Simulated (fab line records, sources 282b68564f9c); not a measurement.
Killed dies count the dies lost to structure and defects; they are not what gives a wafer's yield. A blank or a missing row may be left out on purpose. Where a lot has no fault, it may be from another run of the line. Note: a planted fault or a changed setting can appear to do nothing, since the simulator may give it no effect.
Which of the tools did it? | flow ritCmos | Sampling: 13 lots, 39 wafers, 2 of 202 route steps

## WHAT EACH GAUGE READ, for each wafer
RIT_PLDD_TW_MEAS_10. Usual: PLDD_TW gives 2358 (standard deviation 16).
lot  | measured    | on           | PLDD_TW           | flag
L893 | day 2 18:47 | filmMetro-02 | 2358 2365 2366    | 
L894 | day 3 01:13 | filmMetro-02 | 2368 2350 2378    | 
L896 | day 3 11:32 | filmMetro-04 | 2378 2380 2371    | 
L897 | day 3 15:50 | filmMetro-01 | 2329 2334 2328    | 
L898 | day 3 20:00 | filmMetro-04 | 2394 2375 2369    | 
L899 | day 4 00:34 | filmMetro-04 | 30 30 30 30 30 30 | OFF
L909 | day 6 03:26 | filmMetro-01 | 2348 2343 2339    | 
L910 | day 6 07:47 | filmMetro-01 | 2325 2334 2329    | 
L911 | day 6 13:34 | filmMetro-04 | 2380 2365 2363    | 
L913 | day 6 23:59 | filmMetro-04 | 2366 2364 2375    | 
L914 | day 7 04:10 | filmMetro-02 | 2355 2372 2348    | 
L915 | day 7 09:11 | filmMetro-01 | 2357 2351 2331    | 
L916 | day 7 13:42 | filmMetro-04 | 2366 2358 2361    | 

## EACH LOT AND THE TOOL THAT RAN IT (in order: tool; ch and the chambers of the sampled wafers; start)
lot  | RIT_NLDD_STRIP_09
L893 | plasmaAsher-02 ch 0,1, day 2 17:13
L894 | plasmaAsher-02 ch 0,1, day 2 23:38
L896 | plasmaAsher-04 ch 0,1, day 3 09:41
L897 | plasmaAsher-04 ch 0,1, day 3 14:15
L898 | plasmaAsher-01 ch 0,1, day 3 18:10
L899 | plasmaAsher-04 ch 0,1, day 3 22:51
L909 | plasmaAsher-04 ch 0,1, day 6 01:53
L910 | plasmaAsher-04 ch 0,1, day 6 06:04
L911 | plasmaAsher-01 ch 0,1, day 6 11:53
L913 | plasmaAsher-04 ch 1, day 6 22:16
L914 | plasmaAsher-04 ch 0,1, day 7 02:26
L915 | plasmaAsher-04 ch 0,1, day 7 07:35
L916 | plasmaAsher-04 ch 0,1, day 7 11:58
- RIT_NLDD_STRIP_09: strips in O2, time 180 s.

## AS READ BY THE TOOLS THEMSELVES (means over the sampled wafers that have a number; for cases with no such wafer, the mark the record gives instead)
RIT_NLDD_STRIP_09. Usual: drypumpMotorCurrentA 5.4 A, standard deviation 0.57; runLengthS 208.0 s, standard deviation 0.38.
lot  | tool           | drypumpMotorCurrentA (A) | runLengthS (s) | flag
L893 | plasmaAsher-02 | 5.7                      | 208.6          | 
L894 | plasmaAsher-02 | 5.7                      | 208.0          | 
L896 | plasmaAsher-04 | 5.0                      | 207.9          | 
L897 | plasmaAsher-04 | 5.4                      | 207.8          | 
L898 | plasmaAsher-01 | 5.3                      | 207.9          | 
L899 | plasmaAsher-04 | 5.4                      | 72.1           | OFF
L909 | plasmaAsher-04 | 5.0                      | 208.0          | 
L910 | plasmaAsher-04 | 5.4                      | 208.0          | 
L911 | plasmaAsher-01 | 5.3                      | 208.0          | 
L913 | plasmaAsher-04 | 4.7                      | 208.2          | 
L914 | plasmaAsher-04 | 5.0                      | 208.0          | 
L915 | plasmaAsher-04 | 5.4                      | 207.7          | 
L916 | plasmaAsher-04 | 5.0                      | 208.0          | 

## THE ANSWER, worked out from the rows above alone
Rule: a lot counts as off when the mean over its wafers that have a number is more than 3 standard deviations away from the usual mean. Also off: a lot with no number at a reading for which 4 or more lots have one. Any other lot the step has rows for is counted as sound. First the gauges in route order, then the tools' own readings, where a lot's mean is used as printed above. At the first step where some lot is off, the reading lying furthest off is the one used; lots without a number count as furthest.
Off: at RIT_PLDD_TW_MEAS_10 (PLDD_TW), L899.
If a tool, at a process step before that reading, ran all the lots that are off and no sound lot after the first of them, it fits. The gauges at RIT_PLDD_TW_MEAS_10 aren't tried: what is off there is off at RIT_NLDD_STRIP_09 too, on other tools, and a gauge's error can't cause that. No candidate that was tried fits.

## WHAT THE SIMULATOR HAD INSERTED
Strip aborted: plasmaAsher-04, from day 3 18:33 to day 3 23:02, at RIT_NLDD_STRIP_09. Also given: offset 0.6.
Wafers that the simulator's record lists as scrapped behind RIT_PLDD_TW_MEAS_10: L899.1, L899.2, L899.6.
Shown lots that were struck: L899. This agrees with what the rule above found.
